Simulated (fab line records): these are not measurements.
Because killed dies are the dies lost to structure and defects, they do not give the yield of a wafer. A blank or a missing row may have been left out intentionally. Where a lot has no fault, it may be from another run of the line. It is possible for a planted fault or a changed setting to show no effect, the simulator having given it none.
A struck lot beside a sound one || flow berkeleyCmos170 || 18 steps out of a route of 331
Sound: the wafers L432.1, L432.2, L432.5. Wafers L423.2, L423.3, L423.5 were the ones struck. The cause comes at the end.
At each step with rows: each side's tool, then ch and its chambers, then its first start. Under that, the readings that differ: sound wafers || struck wafers || difference of the means || sigmas: that difference in standard deviations of wafers without a fault.
alike: readings with means less than 2 such deviations apart, plus words and numbers identical on both sides. not compared: withheld readings, readings lacking a value on some wafer, bounds such as >300 that could conceal the same value, and numbers that have no deviation in the record and whose values overlap.
The two part at a step that has a row with sigmas, a row that says differs or no value, or rows on one side only. Non-overlapping numbers with no deviation appear without sigmas and do not part them. Lack of a reading on every wafer of one side parts them only where that side has two or more wafers.

first, 1 step without rows for these wafers: UCB170_ZERO_DEVELOP_05 (develop time 45 s).
UCB170_ZERO_ETCH_06: etches SiO2 in CHF3/CF4/Ar, time 12 s.
  sound on rieDiel-01 ch 0,1,2, day 6 08:25; struck on rieDiel-01 ch 1,2,3, day 4 11:37
  alike: drypumpMotorCurrentA, oesProductAu, throttleValvePct
  not compared: rfHoursCounterH
UCB170_ZERO_STRIP_07: strips in O2.
  sound on plasmaAsher-02 ch 0,1, day 6 08:26; struck on plasmaAsher-03 ch 0,1, day 4 11:38
  alike: drypumpMotorCurrentA, oesProductAu, stripTimeToEndpointS
  not compared: rfHoursCounterH
then, 2 steps without rows for these wafers: UCB170_NWELL_WET_ETCH_00 (etches SiO2 in dHF, time 200 s); UCB170_NWELL_OXIDATION_01 (target thk 26.4 nm, ox time 1260 s).
UCB170_NWELL_THK_MEAS_02:
  sound on filmMetro-02, day 6 13:08; struck on filmMetro-03, day 4 15:35
  alike: NWELL_OXIDE_THK
then, 2 steps without rows for these wafers: UCB170_NWELL_ANNEAL_03 (time 900 s); UCB170_NWELL_CVD_04 (deposits Si3N4 from SiH2Cl2/NH3, target thk 224 nm, time 3360 s).
UCB170_NWELL_THK_MEAS_05:
  sound on filmMetro-01, day 6 22:46; struck on filmMetro-01, day 5 03:57
  alike: NWELL_NITRIDE_THK
then, 3 steps without rows for these wafers: UCB170_NWELL_HMDS_06 (prime time 60 s); UCB170_NWELL_COAT_07 (resist thk 900 nm); UCB170_NWELL_SOFTBAKE_08 (time 60 s).
UCB170_NWELL_EXPOSE_09: exposes mask NWELL, target cd 3000 nm.
  sound on krfScanner-02 ch 0, day 6 23:38; struck on krfScanner-01 ch 0, day 5 04:43
{"reading": "model.NWELL.overlayXNm (nm)", "sound": "0.5188 0.5188 0.5188", "struck": "919.6 919.6 919.6", "difference": "+919.1", "sigmas": ""}
  alike: mask, reticleTempC
then, 2 steps without rows for these wafers: UCB170_NWELL_PEB_10; UCB170_NWELL_DEVELOP_11 (develop time 45 s).
UCB170_NWELL_OVL_MEAS_12:
  sound on overlay-01, day 7 00:02; struck on overlay-01, day 5 05:05
{"reading": "NWELL_OVL (nm)", "sound": "-1 -5 -5", "struck": "921 921 920", "difference": "+924", "sigmas": "+99 or more"}
UCB170_NWELL_ETCH_13: etches Si3N4 in CH3F/Ar/O2, stops on SiO2, target depth 246.4 nm, time 154 s.
  sound on rieDiel-02 ch 0,3, day 7 00:04; struck on rieDiel-01 ch 0,2,3, day 5 05:07
  alike: drypumpMotorCurrentA, oesProductAu, throttleValvePct
  not compared: rfHoursCounterH
-- the record jumps here: 6 days lie between the struck wafers' starts before and after (it left off in module NWELL and takes up again in module M3, whose first step shown is number 331 of the route) --
UCB170_M3_PROBE_99:
  sound on prober-02, day 13 03:34; struck on prober-01, day 11 10:12
{"reading": "model.etest.nwell.widthNm (nm)", "sound": "2372 2357", "struck": "2306 2322 2320", "difference": -48, "sigmas": ""}
{"reading": "model.etest.isoPplusPwell.bvV (V)", "sound": "21.69 22.51", "struck": "6.102 5.173 5.736", "difference": -16.430, "sigmas": ""}
{"reading": "model.etest.nwell.lineOhmUm", "sound": "367.6 368.2", "struck": "371 375.6 374.7", "difference": "+6", "sigmas": ""}
{"reading": "model.etest.isoPplusPwell.lateralLog10AUm", "sound": "-8.415 -8.419", "struck": "-8.196 -8.133 -8.15", "difference": "+0.257", "sigmas": ""}
{"reading": "model.etest.isoNplusNwell.lateralLog10AUm", "sound": "-8.148 -8.058", "struck": "-8.318 -8.294 -8.325", "difference": -0.209, "sigmas": ""}

## WHERE THEY PART
UCB170_NWELL_OVL_MEAS_12 only, going by this record. Later steps at which nothing parts them and some readings are alike: UCB170_NWELL_ETCH_13.

WHY: what the simulator had put in
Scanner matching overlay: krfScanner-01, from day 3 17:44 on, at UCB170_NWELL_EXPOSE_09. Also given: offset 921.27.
